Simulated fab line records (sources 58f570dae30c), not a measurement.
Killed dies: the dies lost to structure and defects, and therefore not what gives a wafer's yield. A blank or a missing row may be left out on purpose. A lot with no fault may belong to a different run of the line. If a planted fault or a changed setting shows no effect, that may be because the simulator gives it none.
The tool behind it: which one? || flow berkeley-cmos170 || 7 lots with 21 wafers sampled at 2 steps, on a route of 331 steps

WHAT THE GAUGES READ, wafer by wafer
UCB170_PSD_CD_MEAS_06: the cd target is 1200 nm.
{"lot": "L355", "measured": "day 6 14:56", "on": "cd-sem-01", "cd-nm (nm)": "1197.5 1196.8 1197.2"}
{"lot": "L360", "measured": "day 7 17:37", "on": "cd-sem-02", "cd-nm (nm)": "1199.3 1200.0 1199.5"}
{"lot": "L362", "measured": "day 8 11:43", "on": "cd-sem-01", "cd-nm (nm)": "1199.7 1201.4 1200.0"}
{"lot": "L367", "measured": "day 9 05:50", "on": "cd-sem-02", "cd-nm (nm)": "1202.3 1200.8 1199.6"}
{"lot": "L369", "measured": "day 9 10:03", "on": "cd-sem-01", "cd-nm (nm)": "1197.6 1200.0 1198.3"}
{"lot": "L371", "measured": "day 10 04:48", "on": "cd-sem-01", "cd-nm (nm)": "1198.2 1197.9 1198.0"}
{"lot": "L374", "measured": "day 11 00:45", "on": "cd-sem-02", "cd-nm (nm)": "1222.7 1221.5 1223.4 1222.8 1221.9 1223.2"}

EACH LOT AND THE TOOL THAT RAN IT (in order: tool; ch and the chambers of the sampled wafers; start)
{"lot": "L355", "UCB170_PSD_PEB_04": "litho-track-03 ch 0, day 6 14:40"}
{"lot": "L360", "UCB170_PSD_PEB_04": "litho-track-03 ch 0, day 7 17:21"}
{"lot": "L362", "UCB170_PSD_PEB_04": "litho-track-02 ch 0, day 8 11:28"}
{"lot": "L367", "UCB170_PSD_PEB_04": "litho-track-02 ch 0, day 9 05:34"}
{"lot": "L369", "UCB170_PSD_PEB_04": "litho-track-04 ch 0, day 9 09:47"}
{"lot": "L371", "UCB170_PSD_PEB_04": "litho-track-02 ch 0, day 10 04:32"}
{"lot": "L374", "UCB170_PSD_PEB_04": "litho-track-04 ch 0, day 11 00:29"}
- UCB170_PSD_PEB_04

THE ANSWER, worked out from the rows above alone
Rule: usual is defined by the lots themselves. The widest of any qualifying gaps counts: lots, ordered by their means at a reading, are off when they make up no more than a third of the lots, leave a main group of 4 or more, and stand apart from it by 3 or more times the standard deviation of that group's means. A main group is skipped when, at the precision printed for the reading in the tables above, its means are all equal. A lot without any number at a reading at which 4 lots or more have one is off too. The other lots that the step has rows for count as sound.
Off, at UCB170_PSD_CD_MEAS_06 on cd-nm: L374. The main group has a mean of 1199.1 nm with a standard deviation of 1.3.
If a tool, at a process step before that reading, ran all the lots that are off and no sound lot after the first of them, it fits. The gauges at UCB170_PSD_CD_MEAS_06 are tried like those tools. This does not decide it: 2 tools fit, namely litho-track-04 at UCB170_PSD_PEB_04 and cd-sem-02 at UCB170_PSD_CD_MEAS_06.

WHAT HAD BEEN PUT IN BY THE SIMULATOR
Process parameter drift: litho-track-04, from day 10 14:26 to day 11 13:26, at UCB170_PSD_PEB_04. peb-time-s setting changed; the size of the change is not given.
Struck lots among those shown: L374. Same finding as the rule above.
